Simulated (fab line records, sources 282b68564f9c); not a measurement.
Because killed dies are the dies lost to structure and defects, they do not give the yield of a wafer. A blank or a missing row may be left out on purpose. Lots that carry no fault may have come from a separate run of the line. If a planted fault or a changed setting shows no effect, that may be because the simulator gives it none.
The tool behind it: which one? -- flow rit cmos -- 45 wafers from 15 lots sampled at 4 of the route's 202 steps

## WHAT THE GAUGES SHOWED, per wafer
RIT_FOX1_THK_MEAS_01.
lot,measured,on,FOX1_OXIDE_THK (nm)
L469,day 2 02:06,film metro-02,342 341 346
L470,day 2 03:28,film metro-04,357 355 355
L471,day 2 10:40,film metro-04,356 349 358
L474,day 3 00:49,film metro-04,359 349 363
L475,day 3 05:32,film metro-02,348 346 347
L476,day 3 10:22,film metro-04,352 351 339
L477,day 3 15:30,film metro-02,351 351 354
L478,day 3 20:51,film metro-02,345 341 345
L483,day 4 22:24,film metro-04,352 350 354
L484,day 5 02:25,film metro-04,345 340 348
L486,day 5 11:40,film metro-04,356 358 353
L487,day 5 17:35,film metro-02,351 340 341
L488,day 5 21:57,film metro-04,350 356 361
L489,day 6 03:16,film metro-04,347 346 340
L491,day 6 13:22,film metro-04,354 354 355

RIT_PSD_OVL_MEAS_06.
lot,measured,on,PSD_OVL (nm)
L469,day 3 13:01,overlay-01,0.0 0.6 0.3
L470,day 3 12:55,overlay-01,-1.2 0.1 -0.1
L471,day 3 22:19,overlay-01,-1.4 0.3 0.4
L474,day 4 11:58,overlay-02,-1.3 -1.9 2.5
L475,day 4 17:28,overlay-01,1.5 0.0 0.5
L476,day 4 23:07,overlay-02,0.0 -0.8 -1.2
L477,day 5 02:58,overlay-01,-1.1 -1.1 -0.6
L478,day 5 06:50,overlay-01,-2.3 -2.2 -0.1
L483,day 6 09:41,overlay-02,0.1 1.0 -1.0
L484,day 6 11:31,overlay-02,2.4 2.3 2.6
L486,day 6 22:15,overlay-02,1.0 1.4 -0.6
L487,day 7 02:38,overlay-01,-1.8 -1.9 -3.1
L488,day 7 07:16,overlay-02,0.1 2.1 1.9
L489,day 7 14:29,overlay-02,-1.4 -1.4 -2.4
L491,day 8 03:22,overlay-02,-1.8 -3.1 -2.8

## WHAT TOOL EACH LOT RAN ON (gives the tool, then ch and the chambers of the sampled wafers, and finally the start)
lot,RIT_ACTIVE_COAT_06,RIT_NSD_STRIP_09
L469,"litho track-01 ch 0, day 1 20:17","plasma asher-03 ch 0,1, day 3 11:56"
L470,"litho track-03 ch 0, day 1 23:46","plasma asher-04 ch 0,1, day 3 11:41"
L471,"litho track-01 ch 0, day 2 05:44","plasma asher-03 ch 1, day 3 21:07"
L474,"litho track-02 ch 0, day 2 20:49","plasma asher-04 ch 0,1, day 4 10:53"
L475,"litho track-01 ch 0, day 3 00:48","plasma asher-01 ch 0,1, day 4 16:15"
L476,"litho track-03 ch 0, day 3 06:42","plasma asher-03 ch 0,1, day 4 21:55"
L477,"litho track-01 ch 0, day 3 10:56","plasma asher-04 ch 0,1, day 5 01:45"
L478,"litho track-02 ch 0, day 3 16:23","plasma asher-03 ch 0,1, day 5 05:45"
L483,"litho track-02 ch 0, day 4 17:57","plasma asher-04 ch 0,1, day 6 08:28"
L484,"litho track-02 ch 0, day 4 22:33","plasma asher-01 ch 0,1, day 6 10:18"
L486,"litho track-02 ch 0, day 5 07:44","plasma asher-01 ch 0, day 6 21:10"
L487,"litho track-02 ch 0, day 5 13:03","plasma asher-01 ch 0,1, day 7 01:26"
L488,"litho track-03 ch 0, day 5 18:53","plasma asher-01 ch 0,1, day 7 05:45"
L489,"litho track-03 ch 0, day 5 23:31","plasma asher-03 ch 0,1, day 7 13:24"
L491,"litho track-03 ch 0, day 6 10:13","plasma asher-01 ch 1, day 8 02:09"
- RIT_ACTIVE_COAT_06: resist thk 1000 nm.
- RIT_NSD_STRIP_09: strips in O2, time 180 s.

## WHAT THE TOOLS THEMSELVES READ (means of the sampled wafers that have a number; where no wafer has one, the mark that the record gives instead)
RIT_ACTIVE_COAT_06.
lot,tool,exhaust pa (Pa),spin speed rpm (rpm)
L469,litho track-01,45.4,3249.8
L470,litho track-03,45.2,3250.4
L471,litho track-01,43.9,3251.3
L474,litho track-02,45.7,3250.9
L475,litho track-01,46.1,3249.6
L476,litho track-03,45.1,3251.4
L477,litho track-01,46.8,3253.4
L478,litho track-02,44.9,3253.1
L483,litho track-02,45.5,3254.5
L484,litho track-02,45.3,3373.0
L486,litho track-02,43.1,3375.7
L487,litho track-02,44.8,3377.4
L488,litho track-03,45.4,3252.8
L489,litho track-03,44.0,3249.0
L491,litho track-03,45.5,3253.6

RIT_NSD_STRIP_09.
lot,tool,drypump motor current A (A),o2 flow sccm (sccm)
L469,plasma asher-03,5.0,4005
L470,plasma asher-04,5.8,3989
L471,plasma asher-03,5.4,3994
L474,plasma asher-04,5.9,3995
L475,plasma asher-01,5.5,3992
L476,plasma asher-03,5.2,3995
L477,plasma asher-04,5.9,3996
L478,plasma asher-03,5.1,3997
L483,plasma asher-04,6.1,3993
L484,plasma asher-01,5.5,4009
L486,plasma asher-01,5.7,3992
L487,plasma asher-01,5.5,3989
L488,plasma asher-01,5.5,4004
L489,plasma asher-03,5.1,3995
L491,plasma asher-01,5.4,3986

## THE ANSWER, worked out from the rows above alone
Rule: what is usual is taken from the lots themselves. Put in order of their means at a reading, lots are off if they are a third of the lots or fewer, leave a main group of 4 or more, and stand apart from it by a gap of 3 or more times the standard deviation of the main group's means; of several such gaps the widest counts. A main group is skipped when, at the precision printed for the reading in the tables above, its means are all equal. Also off: a lot with no number at a reading for which 4 or more lots have one. Where the step has rows for the other lots, those lots are counted as sound. After the gauges, taken in route order, come the tools' own readings; for these a lot's mean is taken, as printed above. At the first step where some lot is off, the reading lying furthest off is the one used; lots without a number count as furthest.
Off: L484, L486, L487, at RIT_ACTIVE_COAT_06 (spin speed rpm). The main group has a mean of 3251.7 rpm with a standard deviation of 1.7.
A tool fits if, at that step or a process step before it, it ran every lot that is off, and no sound lot after the first of them. One fits: litho track-02 at RIT_ACTIVE_COAT_06. A fault onset in the window from L483 (day 4 17:57, its last sound lot) to L484 (day 4 22:33, its first lot off) fits.
On the lots that are off, the tool's own readings at RIT_ACTIVE_COAT_06 differ by more than 5 times the standard deviation of the sound lots' means, which bears it out; spin speed rpm reads 3375.4 rpm there versus 3251.7 rpm on the sound lots.

## WHAT HAD BEEN PUT IN BY THE SIMULATOR
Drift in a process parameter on litho track-02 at RIT_ACTIVE_COAT_06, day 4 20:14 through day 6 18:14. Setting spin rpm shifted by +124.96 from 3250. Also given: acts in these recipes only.
Lots struck among those shown: L484, L486, L487. This agrees with what the rule above found.
